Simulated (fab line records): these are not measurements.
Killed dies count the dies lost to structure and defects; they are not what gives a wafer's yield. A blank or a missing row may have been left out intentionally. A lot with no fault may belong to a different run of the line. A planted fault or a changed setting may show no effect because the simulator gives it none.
Check of tool commonality :: flow rit cmos :: 48 wafers sampled across 14 lots

== WHY THIS WAS OPENED ==
At RIT_GATE_THK_MEAS_07 the reading GATE_OXIDE_THK is flagged on 2 of 14 lots. Fault-free wafers read 2.77 nm, with a standard deviation of 0.053.
Rule: a lot is flagged when every wafer of it that has a number lies more than 4 standard deviations from that mean, or none has a number. As for the other lots, they are considered sound.

lot: L860
measured: day 2 15:22
on: film metro-04
GATE_OXIDE_THK (nm), wafer by wafer: 2.82 2.76 2.84
flag: 

lot: L861
measured: day 2 22:50
on: film metro-01
GATE_OXIDE_THK (nm), wafer by wafer: 2.75 2.72 2.81
flag: 

lot: L863
measured: day 3 07:50
on: film metro-01
GATE_OXIDE_THK (nm), wafer by wafer: 2.74 2.72 2.64
flag: 

lot: L865
measured: day 3 20:05
on: film metro-01
GATE_OXIDE_THK (nm), wafer by wafer: 2.81 2.80 2.80
flag: 

lot: L866
measured: day 3 20:21
on: film metro-04
GATE_OXIDE_THK (nm), wafer by wafer: 2.71 2.70 2.74
flag: 

lot: L867
measured: day 4 08:55
on: film metro-01
GATE_OXIDE_THK (nm), wafer by wafer: 2.73 2.75 2.78
flag: 

lot: L868
measured: day 4 11:01
on: film metro-03
GATE_OXIDE_THK (nm), wafer by wafer: 2.82 2.77 2.85
flag: 

lot: L870
measured: day 4 21:34
on: film metro-04
GATE_OXIDE_THK (nm), wafer by wafer: 1.87 1.95 1.97 1.87 2.00 1.95
flag: FLAGGED

lot: L874
measured: day 5 17:27
on: film metro-03
GATE_OXIDE_THK (nm), wafer by wafer: 2.00 2.01 2.03 1.96 2.04 1.99
flag: FLAGGED

lot: L876
measured: day 5 22:40
on: film metro-04
GATE_OXIDE_THK (nm), wafer by wafer: 2.77 2.79 2.78
flag: 

lot: L877
measured: day 6 11:07
on: film metro-03
GATE_OXIDE_THK (nm), wafer by wafer: 2.77 2.69 2.71
flag: 

lot: L878
measured: day 6 14:37
on: film metro-04
GATE_OXIDE_THK (nm), wafer by wafer: 2.77 2.80 2.70
flag: 

lot: L879
measured: day 6 20:43
on: film metro-04
GATE_OXIDE_THK (nm), wafer by wafer: 2.70 2.74 2.68
flag: 

lot: L883
measured: day 8 02:11
on: film metro-04
GATE_OXIDE_THK (nm), wafer by wafer: 2.74 2.71 2.73
flag: 
The mean of the flagged lots' numbers is 1.97 nm, -0.80 nm from the usual (-15 standard deviations).

== WHICH TOOL EACH LOT WENT THROUGH ==
The record keeps 1 process step preceding the reading, out of 202 steps on the route. In each cell: the tool, then ch and the chambers that the sampled wafers went through, then the start.
lot: L860
flag: 
RIT_GATE_OXIDATION_05: furnace-04 ch 0, day 2 14:02

lot: L861
flag: 
RIT_GATE_OXIDATION_05: furnace-01 ch 0, day 2 20:12

lot: L863
flag: 
RIT_GATE_OXIDATION_05: furnace-04 ch 0, day 3 02:01

lot: L865
flag: 
RIT_GATE_OXIDATION_05: furnace-01 ch 0, day 3 17:38

lot: L866
flag: 
RIT_GATE_OXIDATION_05: furnace-03 ch 0, day 3 18:46

lot: L867
flag: 
RIT_GATE_OXIDATION_05: furnace-03 ch 0, day 4 06:27

lot: L868
flag: 
RIT_GATE_OXIDATION_05: furnace-04 ch 0, day 4 08:59

lot: L870
flag: FLAGGED
RIT_GATE_OXIDATION_05: furnace-04 ch 0, day 4 18:17

lot: L874
flag: FLAGGED
RIT_GATE_OXIDATION_05: furnace-04 ch 0, day 5 13:55

lot: L876
flag: 
RIT_GATE_OXIDATION_05: furnace-03 ch 0, day 5 21:20

lot: L877
flag: 
RIT_GATE_OXIDATION_05: furnace-01 ch 0, day 6 07:25

lot: L878
flag: 
RIT_GATE_OXIDATION_05: furnace-03 ch 0, day 6 09:47

lot: L879
flag: 
RIT_GATE_OXIDATION_05: furnace-03 ch 0, day 6 15:55

lot: L883
flag: 
RIT_GATE_OXIDATION_05: furnace-03 ch 0, day 7 22:01
What is done by these steps:
- RIT_GATE_OXIDATION_05: target thk 3 nm, ox time 270 s.
- RIT_GATE_THK_MEAS_07

== FLAGGED OVER TOTAL, TOOL BY TOOL (the gauges that took the reading come last) ==
step: RIT_GATE_OXIDATION_05
tool: furnace-01
lots run: 3
flagged: 0
share of the flagged lots: none
sound lots run after its first flagged lot: -

step: RIT_GATE_OXIDATION_05
tool: furnace-03
lots run: 6
flagged: 0
share of the flagged lots: none
sound lots run after its first flagged lot: -

step: RIT_GATE_OXIDATION_05
tool: furnace-04
lots run: 5
flagged: 2
share of the flagged lots: all
sound lots run after its first flagged lot: 0

step: RIT_GATE_THK_MEAS_07
tool: film metro-01
lots run: 4
flagged: 0
share of the flagged lots: none
sound lots run after its first flagged lot: -

step: RIT_GATE_THK_MEAS_07
tool: film metro-03
lots run: 3
flagged: 1
share of the flagged lots: some
sound lots run after its first flagged lot: 1 (L877)

step: RIT_GATE_THK_MEAS_07
tool: film metro-04
lots run: 7
flagged: 1
share of the flagged lots: some
sound lots run after its first flagged lot: 4 (L876,L878,L879,L883)

== WHAT THE TABLE PERMITS ==
In the table, 1 row covers all flagged lots: furnace-04 at RIT_GATE_OXIDATION_05.
- furnace-04 at RIT_GATE_OXIDATION_05 ran 5 lots, 2 of them flagged. A fault beginning between L868 (day 4 08:59), its last sound lot, and L870 (day 4 18:17), its first flagged one, fits the data.
Just one tool remains: furnace-04 at RIT_GATE_OXIDATION_05.

== WHAT THE SIMULATOR PUT IN ==
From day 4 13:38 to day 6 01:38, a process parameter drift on furnace-04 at RIT_GATE_OXIDATION_05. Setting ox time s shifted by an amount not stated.
Lots struck among those shown: L870, L874. The rule above reached the same finding.
